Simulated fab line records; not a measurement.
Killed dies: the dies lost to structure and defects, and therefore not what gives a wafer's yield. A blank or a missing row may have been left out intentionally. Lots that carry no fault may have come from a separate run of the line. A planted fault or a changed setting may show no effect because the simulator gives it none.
Which tool did it? || flow berkeley-cmos170 || 14 lots with 42 wafers sampled at 5 steps, on a route of 331 steps

WHAT THE GAUGES SHOWED, per wafer
UCB170_PFIELD_OVL_MEAS_06.
{"lot": "L365", "measured": "day 4 21:44", "on": "overlay-02", "PFIELD_OVL (nm)": "4 3 7"}
{"lot": "L366", "measured": "day 5 16:30", "on": "overlay-01", "PFIELD_OVL (nm)": "3 5 0"}
{"lot": "L368", "measured": "day 5 16:30", "on": "overlay-02", "PFIELD_OVL (nm)": "3 2 2"}
{"lot": "L367", "measured": "day 5 16:34", "on": "overlay-02", "PFIELD_OVL (nm)": "-6 0 -4"}
{"lot": "L370", "measured": "day 6 02:56", "on": "overlay-02", "PFIELD_OVL (nm)": "-7 -16 0"}
{"lot": "L371", "measured": "day 6 09:48", "on": "overlay-02", "PFIELD_OVL (nm)": "7 2 8"}
{"lot": "L372", "measured": "day 6 10:02", "on": "overlay-02", "PFIELD_OVL (nm)": "7 3 -4"}
{"lot": "L373", "measured": "day 6 17:39", "on": "overlay-02", "PFIELD_OVL (nm)": "-4 1 0"}
{"lot": "L378", "measured": "day 7 21:49", "on": "overlay-02", "PFIELD_OVL (nm)": "2 7 0"}
{"lot": "L379", "measured": "day 7 21:54", "on": "overlay-02", "PFIELD_OVL (nm)": "3 6 0"}
{"lot": "L381", "measured": "day 8 13:19", "on": "overlay-02", "PFIELD_OVL (nm)": "2 -6 1"}
{"lot": "L380", "measured": "day 8 15:04", "on": "overlay-02", "PFIELD_OVL (nm)": "-7 -8 -1"}
{"lot": "L383", "measured": "day 9 02:46", "on": "overlay-02", "PFIELD_OVL (nm)": "7 2 1"}
{"lot": "L384", "measured": "day 9 02:57", "on": "overlay-01", "PFIELD_OVL (nm)": "-2 0 -4"}

UCB170_FIELD_THK_MEAS_02.
{"lot": "L365", "measured": "day 5 02:55", "on": "film-metro-02", "FIELD_OXIDE_THK (nm)": "547 543 546"}
{"lot": "L366", "measured": "day 6 01:01", "on": "film-metro-01", "FIELD_OXIDE_THK (nm)": "574 558 570"}
{"lot": "L368", "measured": "day 6 01:01", "on": "film-metro-04", "FIELD_OXIDE_THK (nm)": "546 548 552"}
{"lot": "L367", "measured": "day 6 01:01", "on": "film-metro-02", "FIELD_OXIDE_THK (nm)": "568 563 566"}
{"lot": "L370", "measured": "day 6 11:59", "on": "film-metro-04", "FIELD_OXIDE_THK (nm)": "561 570 562"}
{"lot": "L371", "measured": "day 6 17:34", "on": "film-metro-04", "FIELD_OXIDE_THK (nm)": "565 561 560"}
{"lot": "L372", "measured": "day 6 17:35", "on": "film-metro-01", "FIELD_OXIDE_THK (nm)": "563 557 553"}
{"lot": "L373", "measured": "day 7 01:31", "on": "film-metro-01", "FIELD_OXIDE_THK (nm)": "549 551 546"}
{"lot": "L378", "measured": "day 8 05:55", "on": "film-metro-04", "FIELD_OXIDE_THK (nm)": "546 556 557"}
{"lot": "L379", "measured": "day 8 05:58", "on": "film-metro-04", "FIELD_OXIDE_THK (nm)": "549 551 544"}
{"lot": "L381", "measured": "day 8 21:20", "on": "film-metro-01", "FIELD_OXIDE_THK (nm)": "552 550 547"}
{"lot": "L380", "measured": "day 8 21:20", "on": "film-metro-02", "FIELD_OXIDE_THK (nm)": "545 553 550"}
{"lot": "L383", "measured": "day 9 07:44", "on": "film-metro-02", "FIELD_OXIDE_THK (nm)": "552 554 551"}
{"lot": "L384", "measured": "day 9 07:44", "on": "film-metro-04", "FIELD_OXIDE_THK (nm)": "568 553 565"}

UCB170_PVT_OVL_MEAS_06.
{"lot": "L365", "measured": "day 6 13:26", "on": "overlay-02", "PVT_OVL (nm)": "0 -9 -1"}
{"lot": "L366", "measured": "day 7 10:58", "on": "overlay-02", "PVT_OVL (nm)": "5 8 11"}
{"lot": "L368", "measured": "day 7 10:50", "on": "overlay-02", "PVT_OVL (nm)": "3 2 -7"}
{"lot": "L367", "measured": "day 7 10:34", "on": "overlay-02", "PVT_OVL (nm)": "10 10 7"}
{"lot": "L370", "measured": "day 7 21:39", "on": "overlay-02", "PVT_OVL (nm)": "-5 8 1"}
{"lot": "L371", "measured": "day 8 06:03", "on": "overlay-02", "PVT_OVL (nm)": "7 3 8"}
{"lot": "L372", "measured": "day 8 05:59", "on": "overlay-02", "PVT_OVL (nm)": "3 2 -4"}
{"lot": "L373", "measured": "day 8 15:31", "on": "overlay-02", "PVT_OVL (nm)": "4 -2 2"}
{"lot": "L378", "measured": "day 9 22:37", "on": "overlay-01", "PVT_OVL (nm)": "0 3 -1"}
{"lot": "L379", "measured": "day 9 22:53", "on": "overlay-01", "PVT_OVL (nm)": "-3 6 2"}
{"lot": "L381", "measured": "day 10 08:38", "on": "overlay-02", "PVT_OVL (nm)": "12 -1 6"}
{"lot": "L380", "measured": "day 10 08:22", "on": "overlay-02", "PVT_OVL (nm)": "5 4 4"}
{"lot": "L383", "measured": "day 10 17:06", "on": "overlay-02", "PVT_OVL (nm)": "-6 2 4"}
{"lot": "L384", "measured": "day 10 16:52", "on": "overlay-02", "PVT_OVL (nm)": "-1 -4 3"}

UCB170_GATE_THK_MEAS_05.
{"lot": "L365", "measured": "day 7 04:26", "on": "film-metro-02", "GATE_POLY_THK (nm)": "219.5 217.7 219.6"}
{"lot": "L366", "measured": "day 8 05:56", "on": "film-metro-02", "GATE_POLY_THK (nm)": "219.0 220.3 218.9"}
{"lot": "L368", "measured": "day 8 05:53", "on": "film-metro-03", "GATE_POLY_THK (nm)": "219.0 216.0 217.7"}
{"lot": "L367", "measured": "day 8 05:53", "on": "film-metro-02", "GATE_POLY_THK (nm)": "217.8 218.7 218.9"}
{"lot": "L370", "measured": "day 8 11:31", "on": "film-metro-02", "GATE_POLY_THK (nm)": "214.6 215.6 215.7"}
{"lot": "L371", "measured": "day 8 20:56", "on": "film-metro-01", "GATE_POLY_THK (nm)": "218.8 217.5 218.4"}
{"lot": "L372", "measured": "day 8 20:58", "on": "film-metro-02", "GATE_POLY_THK (nm)": "213.3 214.8 216.1"}
{"lot": "L373", "measured": "day 9 13:38", "on": "film-metro-03", "GATE_POLY_THK (nm)": "215.9 216.9 217.2"}
{"lot": "L378", "measured": "day 10 14:56", "on": "film-metro-02", "GATE_POLY_THK (nm)": "204.7 197.0 192.8"}
{"lot": "L379", "measured": "day 10 14:56", "on": "film-metro-01", "GATE_POLY_THK (nm)": "186.3 198.8 205.2"}
{"lot": "L381", "measured": "day 10 21:57", "on": "film-metro-02", "GATE_POLY_THK (nm)": "217.6 217.4 216.9"}
{"lot": "L380", "measured": "day 10 21:57", "on": "film-metro-03", "GATE_POLY_THK (nm)": "215.8 212.9 213.6"}
{"lot": "L383", "measured": "day 11 05:41", "on": "film-metro-03", "GATE_POLY_THK (nm)": "218.8 217.2 217.7"}
{"lot": "L384", "measured": "day 11 05:41", "on": "film-metro-02", "GATE_POLY_THK (nm)": "218.8 219.0 218.7"}

WHICH TOOL RAN EACH LOT (tool, then ch and the chambers of the sampled wafers, then the start)
{"lot": "L365", "UCB170_GATE_CVD_04": "lpcvd-02 ch 0, day 7 03:01"}
{"lot": "L366", "UCB170_GATE_CVD_04": "lpcvd-02 ch 1, day 8 04:29"}
{"lot": "L368", "UCB170_GATE_CVD_04": "lpcvd-02 ch 1, day 8 04:29"}
{"lot": "L367", "UCB170_GATE_CVD_04": "lpcvd-02 ch 0, day 8 04:29"}
{"lot": "L370", "UCB170_GATE_CVD_04": "lpcvd-02 ch 1, day 8 10:05"}
{"lot": "L371", "UCB170_GATE_CVD_04": "lpcvd-01 ch 0, day 8 19:32"}
{"lot": "L372", "UCB170_GATE_CVD_04": "lpcvd-01 ch 1, day 8 19:32"}
{"lot": "L373", "UCB170_GATE_CVD_04": "lpcvd-02 ch 1, day 9 12:13"}
{"lot": "L378", "UCB170_GATE_CVD_04": "lpcvd-02 ch 0, day 10 13:32"}
{"lot": "L379", "UCB170_GATE_CVD_04": "lpcvd-02 ch 0, day 10 13:32"}
{"lot": "L381", "UCB170_GATE_CVD_04": "lpcvd-01 ch 0, day 10 20:32"}
{"lot": "L380", "UCB170_GATE_CVD_04": "lpcvd-01 ch 0, day 10 20:32"}
{"lot": "L383", "UCB170_GATE_CVD_04": "lpcvd-02 ch 1, day 11 04:17"}
{"lot": "L384", "UCB170_GATE_CVD_04": "lpcvd-02 ch 1, day 11 04:17"}
- UCB170_GATE_CVD_04: deposits poly-Si from SiH4, time 1440 s, target thk 214 nm.

AS READ BY THE TOOLS THEMSELVES (means over the sampled wafers that have a number; for cases with no such wafer, the mark the record gives instead)
UCB170_GATE_CVD_04.
{"lot": "L365", "tool": "lpcvd-02", "spike-tc-centre-C (C)": 611.7, "zone-power-centre-pct (%)": 23.8, "zone-power-load-pct (%)": 11.8}
{"lot": "L366", "tool": "lpcvd-02", "spike-tc-centre-C (C)": 612.5, "zone-power-centre-pct (%)": 24.4, "zone-power-load-pct (%)": 11.0}
{"lot": "L368", "tool": "lpcvd-02", "spike-tc-centre-C (C)": 612.3, "zone-power-centre-pct (%)": 24.4, "zone-power-load-pct (%)": 10.8}
{"lot": "L367", "tool": "lpcvd-02", "spike-tc-centre-C (C)": 612.1, "zone-power-centre-pct (%)": 23.7, "zone-power-load-pct (%)": 11.7}
{"lot": "L370", "tool": "lpcvd-02", "spike-tc-centre-C (C)": 611.8, "zone-power-centre-pct (%)": 24.7, "zone-power-load-pct (%)": 10.9}
{"lot": "L371", "tool": "lpcvd-01", "spike-tc-centre-C (C)": 612.6, "zone-power-centre-pct (%)": 25.7, "zone-power-load-pct (%)": 11.6}
{"lot": "L372", "tool": "lpcvd-01", "spike-tc-centre-C (C)": 612.6, "zone-power-centre-pct (%)": 28.2, "zone-power-load-pct (%)": 12.5}
{"lot": "L373", "tool": "lpcvd-02", "spike-tc-centre-C (C)": 612.2, "zone-power-centre-pct (%)": 24.5, "zone-power-load-pct (%)": 10.9}
{"lot": "L378", "tool": "lpcvd-02", "spike-tc-centre-C (C)": 592.6, "zone-power-centre-pct (%)": 19.2, "zone-power-load-pct (%)": 12.3}
{"lot": "L379", "tool": "lpcvd-02", "spike-tc-centre-C (C)": 592.9, "zone-power-centre-pct (%)": 19.1, "zone-power-load-pct (%)": 12.4}
{"lot": "L381", "tool": "lpcvd-01", "spike-tc-centre-C (C)": 613.2, "zone-power-centre-pct (%)": 25.8, "zone-power-load-pct (%)": 11.7}
{"lot": "L380", "tool": "lpcvd-01", "spike-tc-centre-C (C)": 613.0, "zone-power-centre-pct (%)": 25.7, "zone-power-load-pct (%)": 11.5}
{"lot": "L383", "tool": "lpcvd-02", "spike-tc-centre-C (C)": 611.3, "zone-power-centre-pct (%)": 24.4, "zone-power-load-pct (%)": 10.9}
{"lot": "L384", "tool": "lpcvd-02", "spike-tc-centre-C (C)": 611.4, "zone-power-centre-pct (%)": 24.6, "zone-power-load-pct (%)": 10.9}

THE ANSWER, worked out from the rows above alone
Rule: the lots themselves supply what counts as usual. Put in order of their means at a reading, lots are off if they are a third of the lots or fewer, leave a main group of 4 or more, and stand apart from it by a gap of 3 or more times the standard deviation of the main group's means; of several such gaps the widest counts. A main group whose means are all the same, to the digits that the tables above print for the reading, isn't used. A lot without any number at a reading at which 4 lots or more have one is off too. The other lots that the step has rows for count as sound. The gauges are gone through in route order, then the tools' own readings, and for those a lot's mean is taken as printed above. At the first step where some lot is off, the reading lying furthest off is the one used; lots without a number count as furthest.
Off: at UCB170_GATE_THK_MEAS_05 (GATE_POLY_THK), L378, L379. For the main group the mean is 217.3 nm and the standard deviation 1.7.
If a tool, at a process step before that reading, ran all the lots that are off and no sound lot after the first of them, it fits. Not tried: the gauges at UCB170_GATE_THK_MEAS_05; whatever is off there is also off at UCB170_GATE_CVD_04, on other tools, and gauge error can't account for it. No candidate that was tried fits.

WHAT THE SIMULATOR PUT IN
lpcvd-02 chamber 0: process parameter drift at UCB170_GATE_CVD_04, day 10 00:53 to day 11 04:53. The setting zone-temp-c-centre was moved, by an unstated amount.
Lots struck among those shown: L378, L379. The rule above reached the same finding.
